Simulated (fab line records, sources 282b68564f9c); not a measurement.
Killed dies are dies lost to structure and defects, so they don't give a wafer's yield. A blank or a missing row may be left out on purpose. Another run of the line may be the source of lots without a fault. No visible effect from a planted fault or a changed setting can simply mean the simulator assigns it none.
Which of the tools did it? | flow rit-cmos | 6 lots with 18 wafers sampled at 2 steps, on a route of 202 steps

== WHAT THE GAUGES SHOWED, per wafer ==
RIT_ACTIVE_CD_MEAS_11: target cd 1400 nm.
lot  | measured    | on        | cd-nm (nm)
L193 | day 1 19:26 | cd-sem-02 | 1399.7 1401.6 1401.9
L196 | day 2 10:40 | cd-sem-02 | 1399.9 1399.3 1398.8
L199 | day 3 01:40 | cd-sem-02 | 1401.6 1403.6 1402.8
L201 | day 3 13:32 | cd-sem-02 | 1401.8 1402.4 1399.3
L203 | day 3 22:03 | cd-sem-02 | 1396.5 1398.9 1399.6
L206 | day 4 12:34 | cd-sem-01 | 1282.8 1282.2 1282.9

== TOOL THAT RAN EACH LOT (tool first, then ch and the chambers of the sampled wafers, then the start) ==
lot  | RIT_ACTIVE_EXPOSE_08
L193 | iline-stepper-01 ch 0, day 1 19:02
L196 | iline-stepper-02 ch 0, day 2 10:12
L199 | iline-stepper-01 ch 0, day 3 01:16
L201 | iline-stepper-01 ch 0, day 3 13:00
L203 | iline-stepper-02 ch 0, day 3 21:39
L206 | iline-stepper-01 ch 0, day 4 12:10
- RIT_ACTIVE_EXPOSE_08: exposes mask M1, target cd 1400 nm.

== THE ANSWER, worked out from the rows above alone ==
Rule: what is usual is taken from the lots themselves. The widest of any qualifying gaps counts: lots, ordered by their means at a reading, are off when they make up no more than a third of the lots, leave a main group of 4 or more, and stand apart from it by 3 or more times the standard deviation of that group's means. A main group is skipped when, at the precision printed for the reading in the tables above, its means are all equal. Also off: a lot with no number at a reading for which 4 or more lots have one. Any other lot the step has rows for is counted as sound.
Off, at RIT_ACTIVE_CD_MEAS_11 on cd-nm: L206. The main group has a mean of 1400.5 nm with a standard deviation of 1.5.
If a tool, at a process step before that reading, ran all the lots that are off and no sound lot after the first of them, it fits. Gauges at RIT_ACTIVE_CD_MEAS_11: tried the same way as those tools. This does not decide it: 2 tools fit, namely iline-stepper-01 at RIT_ACTIVE_EXPOSE_08 and cd-sem-01 at RIT_ACTIVE_CD_MEAS_11.

== WHAT HAD BEEN PUT IN BY THE SIMULATOR ==
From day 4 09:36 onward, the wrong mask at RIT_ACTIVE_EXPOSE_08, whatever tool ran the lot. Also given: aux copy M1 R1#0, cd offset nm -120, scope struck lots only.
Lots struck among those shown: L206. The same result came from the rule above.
